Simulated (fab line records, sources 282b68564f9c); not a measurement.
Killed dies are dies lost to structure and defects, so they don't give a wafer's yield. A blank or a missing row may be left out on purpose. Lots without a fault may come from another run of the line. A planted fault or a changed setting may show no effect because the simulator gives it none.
fab line records | flow rit_cmos
record lots=14 wafers=42 last_day=8
route steps=202 shown PRETRO@73 M1@202
lots that met no fault: from a run of the same line without faults
start_h: hours from the record's first day to the start of the lot's first wafer shown | wait_h: hours since the lot's step before | " the same as in the row above | L1.1+2: a row that stands for several wafers | - no value, or no start given | * or withheld: withheld | < > ~ a bound
route shown NAME@n: a module of which the file shows steps, and the number in the route of the first | usual: mean/standard deviation of fault-free wafers | same: alike in all rows | chamber/n: place in a boat | sites: the reading at each site | _std_site: their standard deviation | _edge_site: outer sites' mean less inner sites' | radius_mm: how far each site lies from the wafer's centre | mask NAME#n: copy n | behind: the tool/chamber that last shaped the wafer | hold: why the lot was held/for how many hours/how that ended | device: the transistor (n, p or np) that didn't switch | end of line: the same wafers' tests at the end of the route | a step without rows: its recipe alone | killed: dies lost to structure and defects at the first sort, not the wafer's yield | map: a wafer's dies, x killed, . not, _ none there
set.NAME: the setting as run; set.NAME@STEP: as run at that earlier step | model.NAME: the simulator's own value behind a step, which no gauge read
steps of the route over a sample of lots; a table a step, a row a wafer
services: from which hour (start_h, from the record's first day; less than 0 if before it) a tool's chamber was out of use, for how many hours, and why
## steps
# step RIT_PRETRO_STRIP_09
# recipe chemistry=O2 time_s=180 resist=NOVOLAK platen_temp_c=withheld power_w=500 pressure_mtorr=4000 o2_flow_sccm=4000
# usual chamber_pressure_mTorr=4000/3.4 drypump_motor_current_A=5.8/0.62 rf_refl_power_W=5.2/0.67
# columns lot.wafer tool chamber start_h wait_h chamber_pressure_mTorr drypump_motor_current_A rf_hours_counter_h rf_refl_power_W
L614.3 plasma_asher-02 0 33.34 0.1 3997 5.9 - 4.4
L614.4 " 1 " " 4000 4.8 - 4.6
L614.5 " 1 " " 4001 4.9 - 4.9
L615.4 plasma_asher-02 0 37.65 0.1 4001 6.0 - 4.5
L615.5 " 0 " " 4000 5.9 - 4.8
L615.6 " 1 " " 4003 4.8 - 4.8
L617.2 plasma_asher-04 0 49.22 0.1 3998 6.3 26 6.9
L617.4 " 0 " " 4002 6.3 - 6.9
L617.6 " 1 " " 3992 5.3 - 4.5
L618.2 plasma_asher-03 0 56.60 0.1 3998 6.2 42 5.5
L618.3 " 1 " " 3995 6.6 - 5.5
L618.4 " 0 " " 4003 6.2 - 5.0
L619.1 plasma_asher-02 1 59.33 0.1 3999 4.8 38 5.1
L619.4 " 1 " " 3991 4.8 - 5.0
L619.5 " 0 " " 3995 5.9 - 4.4
L620.1 plasma_asher-02 1 63.13 0.1 3999 4.8 39 4.9
L620.2 " 0 " " 3993 6.0 39 4.5
L620.4 " 1 " " 3997 4.8 - 4.8
L621.1 plasma_asher-02 0 69.07 0.1 3999 5.9 39 4.6
L621.2 " 1 " " 3996 4.8 39 4.9
L621.6 " 1 " " 4001 4.8 - 4.9
L622.2 plasma_asher-03 0 73.81 0.1 - - - -
L622.5 " 1 " " - - - -
L622.6 " 0 " " - - - -
L623.2 plasma_asher-04 0 76.90 0.1 - - - -
L623.3 " 1 " " - - - -
L623.4 " 0 " " - - - -
L628.1 plasma_asher-02 1 103.84 0.1 3999 4.8 43 4.9
L628.4 " 0 " " 4002 5.9 - 4.7
L628.6 " 0 " " 3998 5.9 - 4.7
L632.1 plasma_asher-04 0 123.75 0.2 4001 6.3 34 6.7
L632.2 " 1 " " 3998 5.3 34 4.5
L632.4 " 1 " " 4004 5.3 - 4.8
L633.1 plasma_asher-03 1 127.69 0.1 4000 6.6 49 5.5
L633.5 " 0 " " 3993 6.2 - 5.8
L633.6 " 1 " " 4002 6.6 - 5.7
L636.1 plasma_asher-04 1 146.57 0.1 4005 5.3 36 4.5
L636.3 " 0 " " 3999 6.3 - 6.8
L636.5 " 0 " " 4000 6.3 - 6.6
L637.1 plasma_asher-03 1 153.10 0.1 3999 6.5 52 5.6
L637.3 " 1 " " 3998 6.5 - 5.5
L637.4 " 0 " " 4003 6.3 - 5.4
# step RIT_M1_PROBE_99
# usual killed_at_contacts=0.1/0.3 killed_at_front_end=7/3.4 killed_dies=7/3.4 killed_on_rim=1.9/1.4 killed_open=3.6/2.1 killed_short=3.5/2.1
# same gross_dies=264 killed_at_M0_to_M3=0 killed_at_M4_up=0 killed_at_back_side=0 killed_at_other=0
# columns lot.wafer tool chamber start_h wait_h killed_at_contacts killed_at_front_end killed_dies killed_on_rim killed_open killed_short
L622.2 prober-01 - 99.88 0.1 0 264 264 70 4 2
L622.5 prober-01 - 100.03 0.2 0 264 264 70 5 6
L622.6 prober-01 - 100.08 0.2 0 264 264 70 6 2
L623.2 prober-02 - 103.97 0.1 1 263 264 70 3 3
L623.3 prober-02 - 104.02 0.2 0 264 264 70 1 2
L623.4 prober-02 - 104.07 0.2 0 264 264 70 2 2
L628.1 prober-01 - 128.87 0.1 0 12 12 4 5 7
L628.4 prober-01 - 129.02 0.2 1 20 21 5 10 11
L628.6 prober-01 - 129.12 0.2 0 12 12 4 6 6
L632.1 prober-01 - 155.56 0.1 0 3 3 0 2 1
L632.2 prober-01 - 155.61 0.1 0 3 3 2 2 1
L632.4 prober-01 - 155.71 0.2 0 2 2 2 1 1
L633.1 prober-02 - 160.08 0.1 0 6 6 0 2 4
L633.5 prober-02 - 160.28 0.2 1 8 9 4 4 5
L633.6 prober-02 - 160.33 0.2 0 12 12 3 7 5
L636.1 prober-02 - 173.28 0.1 1 5 6 3 1 5
L636.3 prober-02 - 173.38 0.2 0 7 7 2 6 1
L636.5 prober-02 - 173.48 0.2 0 10 10 3 6 4
# killed by level:class
L622.2 GATE:area_oxidation=258 SILICIDE:geometric_particle:open=2 FOX1:geometric_particle:open=1 GATE:geometric_particle:open=1 GATE:geometric_particle:short=1 SILICIDE:geometric_particle:short=1
L622.5 GATE:area_oxidation=253 GATE:geometric_particle:short=4 GATE:geometric_particle:open=2 FOX1:geometric_particle:short=1 FOX2:geometric_particle:open=1 REOX:geometric_particle:open=1 REOX:geometric_particle:short=1 SILICIDE:geometric_particle:open=1
L622.6 GATE:area_oxidation=256 FOX1:geometric_particle:open=2 GATE:geometric_particle:open=2 REOX:geometric_particle:open=2 GATE:geometric_particle:short=1 SILICIDE:geometric_particle:short=1
L623.2 GATE:area_oxidation=258 FOX1:geometric_particle:short=1 GATE:geometric_particle:open=1 REOX:geometric_particle:open=1 REOX:geometric_particle:short=1 SILICIDE:geometric_particle:open=1 CONTACT:geometric_particle:short=1
L623.3 GATE:area_oxidation=261 REOX:geometric_particle:short=2 SILICIDE:geometric_particle:open=1
L623.4 GATE:area_oxidation=260 FOX2:geometric_particle:short=1 GATE:geometric_particle:short=1 GATE:geometric_particle:open=1 SILICIDE:geometric_particle:open=1
L628.1 SILICIDE:geometric_particle:short=5 GATE:geometric_particle:open=3 FOX1:geometric_particle:short=1 REOX:geometric_particle:open=1 SPACER:geometric_particle:short=1 SILICIDE:geometric_particle:open=1
L628.4 GATE:geometric_particle:open=6 GATE:geometric_particle:short=4 SPACER:geometric_particle:short=4 FOX1:geometric_particle:short=2 FOX1:geometric_particle:open=2 SILICIDE:geometric_particle:open=2 CONTACT:geometric_particle:short=1
L628.6 REOX:geometric_particle:open=3 GATE:geometric_particle:short=2 REOX:geometric_particle:short=2 SILICIDE:geometric_particle:short=2 FOX1:geometric_particle:open=1 GATE:geometric_particle:open=1 SPACER:geometric_particle:open=1
L632.1 FOX2:geometric_particle:open=1 FOX2:geometric_particle:short=1 SILICIDE:geometric_particle:open=1
L632.2 REOX:geometric_particle:open=1 REOX:geometric_particle:short=1 SILICIDE:geometric_particle:open=1
L632.4 FOX1:geometric_particle:open=1 SILICIDE:geometric_particle:short=1
L633.1 FOX2:geometric_particle:short=3 GATE:geometric_particle:short=1 GATE:geometric_particle:open=1 REOX:geometric_particle:open=1
L633.5 GATE:geometric_particle:open=2 SILICIDE:geometric_particle:short=2 GATE:geometric_particle:short=1 REOX:geometric_particle:short=1 REOX:geometric_particle:open=1 SILICIDE:geometric_particle:open=1 CONTACT:geometric_particle:short=1
L633.6 FOX2:geometric_particle:open=2 GATE:geometric_particle:short=2 GATE:geometric_particle:open=2 SILICIDE:geometric_particle:short=2 SILICIDE:geometric_particle:open=2 FOX1:geometric_particle:short=1 SPACER:geometric_particle:open=1
L636.1 GATE:geometric_particle:short=3 GATE:geometric_particle:open=1 SPACER:geometric_particle:short=1 CONTACT:geometric_particle:short=1
L636.3 GATE:geometric_particle:open=3 SPACER:geometric_particle:open=2 FOX1:geometric_particle:open=1 GATE:geometric_particle:short=1
L636.5 GATE:geometric_particle:open=3 GATE:geometric_particle:short=3 REOX:geometric_particle:open=2 SILICIDE:geometric_particle:open=1 SILICIDE:geometric_particle:short=1
## services
# columns tool chamber start_h hours kind
plasma_asher-04 - 28.31 5.7 repair
plasma_asher-03 - 70.37 1.0 repair
plasma_asher-02 - 77.49 2.8 pm
plasma_asher-03 - 93.07 7.8 repair
plasma_asher-02 - 108.75 9.0 pm
plasma_asher-02 0 108.75 9.0 vent_cycle
plasma_asher-02 1 108.75 9.0 vent_cycle
plasma_asher-02 0 117.75 - clean
plasma_asher-02 1 117.75 - clean
plasma_asher-02 - 143.74 0.5 repair
## key
first_sign step=RIT_PRETRO_STRIP_09 reading=tool_record direction=missing
effect step=RIT_M1_PROBE_99 reading=killed_at_front_end direction=up sigmas=76 usual=7 struck=264
more_kills_born_at RIT_GATE_OXIDATION_05@furnace-01=779 RIT_GATE_OXIDATION_05@furnace-04=767
met_at RIT_PRETRO_STRIP_09
struck_lots L622,L623
later_rows_left_out L622.2,L622.5,L622.6,L623.2,L623.3,L623.4
tester_left_out L622,L623
onset_between 56.60 73.81
fault kind=skipped_step_whole tool=plasma_asher-03,plasma_asher-04 chamber=- onset_h=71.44 steps=RIT_PRETRO_STRIP_09 scope=struck_lots_only
# tester_left_out: of these lots the tester's yield and bins aren't shown, on N5 and GAA mostly nor the transistor test; their killed dies are dies lost to structure and defects alone, not to doping, threshold or leakage, so they don't give the yield
# later_rows_left_out: the simulator's readings of these wafers behind a module that went badly wrong aren't trusted and aren't shown, but for the sort
